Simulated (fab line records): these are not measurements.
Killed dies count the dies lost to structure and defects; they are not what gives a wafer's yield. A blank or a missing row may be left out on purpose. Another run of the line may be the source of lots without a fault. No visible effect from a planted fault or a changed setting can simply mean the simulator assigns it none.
Check for tools in common    flow berkeley cmos170    Lots sampled 13, wafers sampled 42

WHY IT WAS OPENED
1 of 13 lots carry a flag on the reading PFIELD_TW at UCB170_PFIELD_TW_MEAS_09. Fault-free wafers read 602, with a standard deviation of 4.4.
Rule: a lot is flagged in two cases, either no wafer of it has a number, or all its wafers with numbers fall more than 4 standard deviations from that mean. As for the other lots, they are considered sound.

lot   measured     on             PFIELD_TW, wafer by wafer  flag
L710  day 5 01:52  film metro-03  597 599 597                
L713  day 5 19:02  film metro-04  602 605 602                
L711  day 5 19:13  film metro-03  603 599 600                
L717  day 7 03:02  film metro-04  605 604 605                
L716  day 7 03:10  film metro-04  30 30 30 30 30 30          FLAGGED
L719  day 7 09:56  film metro-04  603 608 605                
L725  day 8 12:02  film metro-04  606 604 602                
L724  day 8 12:37  film metro-02  598 598 595                
L726  day 8 20:59  film metro-04  606 604 606                
L731  day 9 05:34  film metro-04  607 606 607                
L729  day 9 05:48  film metro-03  598 601 597                
L728  day 9 05:50  film metro-04  602 605 606                
L732  day 9 15:29  film metro-04  611 608 602                
Averaged over the flagged lots the numbers come to 30, -572 from the usual (-99 or more standard deviations).

WHICH TOOL RAN EACH LOT
3 process steps preceding the reading are held in the record, out of 331 steps in the route. Each cell gives the tool, then ch followed by the chambers the sampled wafers passed through, then the start.
lot   flag     UCB170_ZERO_ETCH_06                UCB170_ACTIVE_ETCH_15              UCB170_PFIELD_EXPOSE_03
L710           rie diel-03 ch 1,2,3, day 2 01:33  rie diel-02 ch 0,1,2, day 4 21:53  krf scanner-02 ch 0, day 5 01:00
L713           rie diel-04 ch 2,3, day 2 16:30    rie diel-03 ch 1,2,3, day 5 15:53  krf scanner-01 ch 0, day 5 17:49
L711           rie diel-03 ch 1,2,3, day 2 06:50  rie diel-04 ch 0,2,3, day 5 16:11  krf scanner-02 ch 0, day 5 18:05
L717           rie diel-04 ch 0,3, day 3 13:15    rie diel-04 ch 1,2, day 6 21:53    krf scanner-02 ch 0, day 7 01:11
L716  FLAGGED  rie diel-01 ch 0,3, day 3 13:25    rie diel-03 ch 0,1,3, day 6 21:20  krf scanner-02 ch 0, day 7 01:30
L719           rie diel-03 ch 0,1,2, day 4 02:20  rie diel-04 ch 0,1,3, day 7 07:01  krf scanner-01 ch 0, day 7 08:58
L725           rie diel-03 ch 1,2,3, day 5 06:19  rie diel-04 ch 0,1,2, day 8 09:33  krf scanner-02 ch 0, day 8 11:03
L724           rie diel-04 ch 0,3, day 5 01:41    rie diel-03 ch 1,2,3, day 8 09:49  krf scanner-01 ch 0, day 8 11:29
L726           rie diel-01 ch 0,1,3, day 5 18:04  rie diel-02 ch 0,1,2, day 8 18:51  krf scanner-02 ch 0, day 8 20:05
L731           rie diel-03 ch 0,1,3, day 6 11:23  rie diel-02 ch 0,2,3, day 9 01:01  krf scanner-02 ch 0, day 9 03:47
L729           rie diel-04 ch 2,3, day 6 01:47    rie diel-04 ch 0,1,2, day 9 00:41  krf scanner-01 ch 0, day 9 04:01
L728           rie diel-01 ch 1,2, day 6 01:31    rie diel-03 ch 0,2,3, day 9 00:58  krf scanner-01 ch 0, day 9 04:08
L732           rie diel-03 ch 1,3, day 6 18:38    rie diel-04 ch 2,3, day 9 13:26    krf scanner-01 ch 0, day 9 14:50
What the steps here do:
- UCB170_ZERO_ETCH_06: etches SiO2 in CHF3/CF4/Ar, time 12 s.
- UCB170_ACTIVE_ETCH_15: etches Si3N4 in CH3F/Ar/O2, stops on SiO2, target depth 242 nm, time 151 s.
- UCB170_PFIELD_EXPOSE_03: exposes mask PFIELD, target cd 1500 nm.
- UCB170_PFIELD_TW_MEAS_09

FLAGGED AGAINST TOTAL, ONE TOOL AT A TIME (gauges that did the reading follow at the end)
step                      tool            lots run  flagged  share of the flagged lots  sound lots run after its first flagged lot
UCB170_ZERO_ETCH_06       rie diel-01     3         1        all                        2 (L726,L728)
UCB170_ZERO_ETCH_06       rie diel-03     6         0        none                       -
UCB170_ZERO_ETCH_06       rie diel-04     4         0        none                       -
UCB170_ACTIVE_ETCH_15     rie diel-02     3         0        none                       -
UCB170_ACTIVE_ETCH_15     rie diel-03     4         1        all                        2 (L724,L728)
UCB170_ACTIVE_ETCH_15     rie diel-04     6         0        none                       -
UCB170_PFIELD_EXPOSE_03   krf scanner-01  6         0        none                       -
UCB170_PFIELD_EXPOSE_03   krf scanner-02  7         1        all                        3 (L725,L726,L731)
UCB170_PFIELD_TW_MEAS_09  film metro-02   1         0        none                       -
UCB170_PFIELD_TW_MEAS_09  film metro-03   3         0        none                       -
UCB170_PFIELD_TW_MEAS_09  film metro-04   9         1        all                        6 (L719,L725,L726,L731,L728,L732)

WHAT THE TABLE PERMITS
4 rows of the table ran every flagged lot: rie diel-01 at UCB170_ZERO_ETCH_06, rie diel-03 at UCB170_ACTIVE_ETCH_15, krf scanner-02 at UCB170_PFIELD_EXPOSE_03, film metro-04 at UCB170_PFIELD_TW_MEAS_09.
- rie diel-01 at UCB170_ZERO_ETCH_06: 1 of its 3 lots flagged. Sound lots followed the first flagged one (L726, L728) on it, something a lasting fault affecting the whole tool could not allow.
- rie diel-03 at UCB170_ACTIVE_ETCH_15: 1 of its 4 lots flagged. Sound lots followed the first flagged one (L724, L728) on it, something a lasting fault affecting the whole tool could not allow.
- krf scanner-02 at UCB170_PFIELD_EXPOSE_03: 1 of its 7 lots flagged. Sound lots followed the first flagged one (L725, L726, L731) on it, something a lasting fault affecting the whole tool could not allow.
- film metro-04 at UCB170_PFIELD_TW_MEAS_09: 1 of its 9 lots flagged. Sound lots followed the first flagged one (L719, L725, L726, L731, L728, L732) on it, something a lasting fault affecting the whole tool could not allow.
Every row of the table either missed a flagged lot or ran a sound lot after the first.

WHAT THE SIMULATOR HAD INSERTED
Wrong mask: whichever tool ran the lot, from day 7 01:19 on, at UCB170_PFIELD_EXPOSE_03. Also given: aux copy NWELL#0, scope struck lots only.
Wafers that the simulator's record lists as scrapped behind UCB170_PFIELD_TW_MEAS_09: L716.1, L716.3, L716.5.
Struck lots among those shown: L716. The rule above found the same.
